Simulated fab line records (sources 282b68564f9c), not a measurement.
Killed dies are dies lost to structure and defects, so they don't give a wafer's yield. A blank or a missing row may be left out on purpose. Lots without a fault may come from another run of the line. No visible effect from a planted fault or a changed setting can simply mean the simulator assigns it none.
Which tool is to blame? || flow ritCmos || Sampling: 15 lots, 45 wafers, 3 of 202 route steps

== WHAT THE GAUGES READ, wafer by wafer ==
RIT_GATE_CD_MEAS_16: target cd 150 nm. Usual: cdNm reads 150 nm (standard deviation 3.2).
{"lot": "L721", "measured": "day 2 17:10", "on": "cdSem-01", "cdNm (nm)": "151 151 149", "flag": ""}
{"lot": "L722", "measured": "day 2 21:44", "on": "cdSem-01", "cdNm (nm)": "149 148 148", "flag": ""}
{"lot": "L723", "measured": "day 3 03:12", "on": "cdSem-01", "cdNm (nm)": "153 150 150", "flag": ""}
{"lot": "L724", "measured": "day 3 09:27", "on": "cdSem-01", "cdNm (nm)": "144 145 144", "flag": ""}
{"lot": "L725", "measured": "day 3 16:56", "on": "cdSem-01", "cdNm (nm)": "150 150 151", "flag": ""}
{"lot": "L727", "measured": "day 3 23:14", "on": "cdSem-01", "cdNm (nm)": "150 147 148", "flag": ""}
{"lot": "L728", "measured": "day 4 08:04", "on": "cdSem-01", "cdNm (nm)": "150 151 152", "flag": ""}
{"lot": "L729", "measured": "day 4 11:04", "on": "cdSem-01", "cdNm (nm)": "154 153 155", "flag": ""}
{"lot": "L730", "measured": "day 4 14:31", "on": "cdSem-01", "cdNm (nm)": "143 142 145", "flag": ""}
{"lot": "L731", "measured": "day 4 19:57", "on": "cdSem-01", "cdNm (nm)": "156 155 155", "flag": ""}
{"lot": "L733", "measured": "day 5 10:01", "on": "cdSem-01", "cdNm (nm)": "144 142 146", "flag": ""}
{"lot": "L735", "measured": "day 5 14:58", "on": "cdSem-01", "cdNm (nm)": "- - -", "flag": "OFF"}
{"lot": "L737", "measured": "day 6 04:19", "on": "cdSem-01", "cdNm (nm)": "- - -", "flag": "OFF"}
{"lot": "L738", "measured": "day 6 06:39", "on": "cdSem-01", "cdNm (nm)": "- - -", "flag": "OFF"}
{"lot": "L742", "measured": "day 7 03:22", "on": "cdSem-01", "cdNm (nm)": "150 149 149", "flag": ""}

RIT_GATE_CD_MEAS_90: target cd 150 nm. Usual: cdNm reads 150 nm (standard deviation 3.2).
{"lot": "L721", "measured": "day 2 17:46", "on": "cdSem-02", "cdNm (nm)": "151 151 150", "flag": ""}
{"lot": "L722", "measured": "day 2 22:19", "on": "cdSem-01", "cdNm (nm)": "150 148 148", "flag": ""}
{"lot": "L723", "measured": "day 3 03:49", "on": "cdSem-01", "cdNm (nm)": "152 150 150", "flag": ""}
{"lot": "L724", "measured": "day 3 10:02", "on": "cdSem-01", "cdNm (nm)": "144 145 144", "flag": ""}
{"lot": "L725", "measured": "day 3 17:31", "on": "cdSem-01", "cdNm (nm)": "150 150 151", "flag": ""}
{"lot": "L727", "measured": "day 3 23:49", "on": "cdSem-01", "cdNm (nm)": "150 147 148", "flag": ""}
{"lot": "L728", "measured": "day 4 08:40", "on": "cdSem-01", "cdNm (nm)": "150 151 152", "flag": ""}
{"lot": "L729", "measured": "day 4 11:40", "on": "cdSem-01", "cdNm (nm)": "154 153 154", "flag": ""}
{"lot": "L730", "measured": "day 4 15:07", "on": "cdSem-01", "cdNm (nm)": "142 142 146", "flag": ""}
{"lot": "L731", "measured": "day 4 20:32", "on": "cdSem-01", "cdNm (nm)": "156 155 154", "flag": ""}
{"lot": "L733", "measured": "day 5 10:37", "on": "cdSem-01", "cdNm (nm)": "144 142 145", "flag": ""}
{"lot": "L735", "measured": "day 5 15:33", "on": "cdSem-01", "cdNm (nm)": "- - -", "flag": "OFF"}
{"lot": "L737", "measured": "day 6 04:55", "on": "cdSem-01", "cdNm (nm)": "- - -", "flag": "OFF"}
{"lot": "L738", "measured": "day 6 07:18", "on": "cdSem-01", "cdNm (nm)": "- - -", "flag": "OFF"}
{"lot": "L742", "measured": "day 7 03:57", "on": "cdSem-01", "cdNm (nm)": "151 149 149", "flag": ""}

== WHICH TOOL RAN EACH LOT (tool, then ch and the chambers of the sampled wafers, then the start) ==
{"lot": "L721", "RIT_GATE_EXPOSE_13": "ilineStepper-02 ch 0, day 2 16:43"}
{"lot": "L722", "RIT_GATE_EXPOSE_13": "ilineStepper-01 ch 0, day 2 21:20"}
{"lot": "L723", "RIT_GATE_EXPOSE_13": "ilineStepper-01 ch 0, day 3 02:48"}
{"lot": "L724", "RIT_GATE_EXPOSE_13": "ilineStepper-02 ch 0, day 3 08:57"}
{"lot": "L725", "RIT_GATE_EXPOSE_13": "ilineStepper-02 ch 0, day 3 16:31"}
{"lot": "L727", "RIT_GATE_EXPOSE_13": "ilineStepper-01 ch 0, day 3 22:50"}
{"lot": "L728", "RIT_GATE_EXPOSE_13": "ilineStepper-01 ch 0, day 4 07:40"}
{"lot": "L729", "RIT_GATE_EXPOSE_13": "ilineStepper-02 ch 0, day 4 10:40"}
{"lot": "L730", "RIT_GATE_EXPOSE_13": "ilineStepper-02 ch 0, day 4 14:07"}
{"lot": "L731", "RIT_GATE_EXPOSE_13": "ilineStepper-02 ch 0, day 4 19:33"}
{"lot": "L733", "RIT_GATE_EXPOSE_13": "ilineStepper-02 ch 0, day 5 09:37"}
{"lot": "L735", "RIT_GATE_EXPOSE_13": "ilineStepper-02 ch 0, day 5 14:29"}
{"lot": "L737", "RIT_GATE_EXPOSE_13": "ilineStepper-02 ch 0, day 6 03:49"}
{"lot": "L738", "RIT_GATE_EXPOSE_13": "ilineStepper-02 ch 0, day 6 06:15"}
{"lot": "L742", "RIT_GATE_EXPOSE_13": "ilineStepper-01 ch 0, day 7 02:58"}
- RIT_GATE_EXPOSE_13: exposes mask M6, target cd 150 nm.

== WHAT THE TOOLS THEMSELVES READ (means of the sampled wafers that have a number; where no wafer has one, the mark that the record gives instead) ==
The record holds no such reading with a usual standard deviation.

== THE ANSWER, worked out from the rows above alone ==
Rule: take the mean of a lot's wafers that have a number; if it is more than 3 standard deviations from the usual mean, the lot is off. A lot without any number at a reading at which 4 lots or more have one is off too. Any other lot the step has rows for is counted as sound. Order of review: gauges by route order, followed by the tools' own readings, for which a lot's mean as printed above is used. The first step at which some lot is off is used, and at that step the reading that is off furthest; a lot without a number counts as furthest.
Off at RIT_GATE_CD_MEAS_16 (cdNm): L735, L737, L738. Without a number there: L735, L737, L738.
A tool fits if, at a process step before that reading, it ran every lot that is off, and no sound lot after the first of them. Those tools and the gauges at RIT_GATE_CD_MEAS_16 are tried in the same way. One fits: ilineStepper-02 at RIT_GATE_EXPOSE_13. Its last sound lot is L733 (day 5 09:37), its first lot that is off L735 (day 5 14:29): a fault that began between those two fits.

== WHAT HAD BEEN PUT IN BY THE SIMULATOR ==
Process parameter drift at RIT_GATE_EXPOSE_13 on ilineStepper-02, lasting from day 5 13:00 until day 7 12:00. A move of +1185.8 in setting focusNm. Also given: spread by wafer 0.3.
Shown lots that were struck: L735, L737, L738. The rule above found the same.
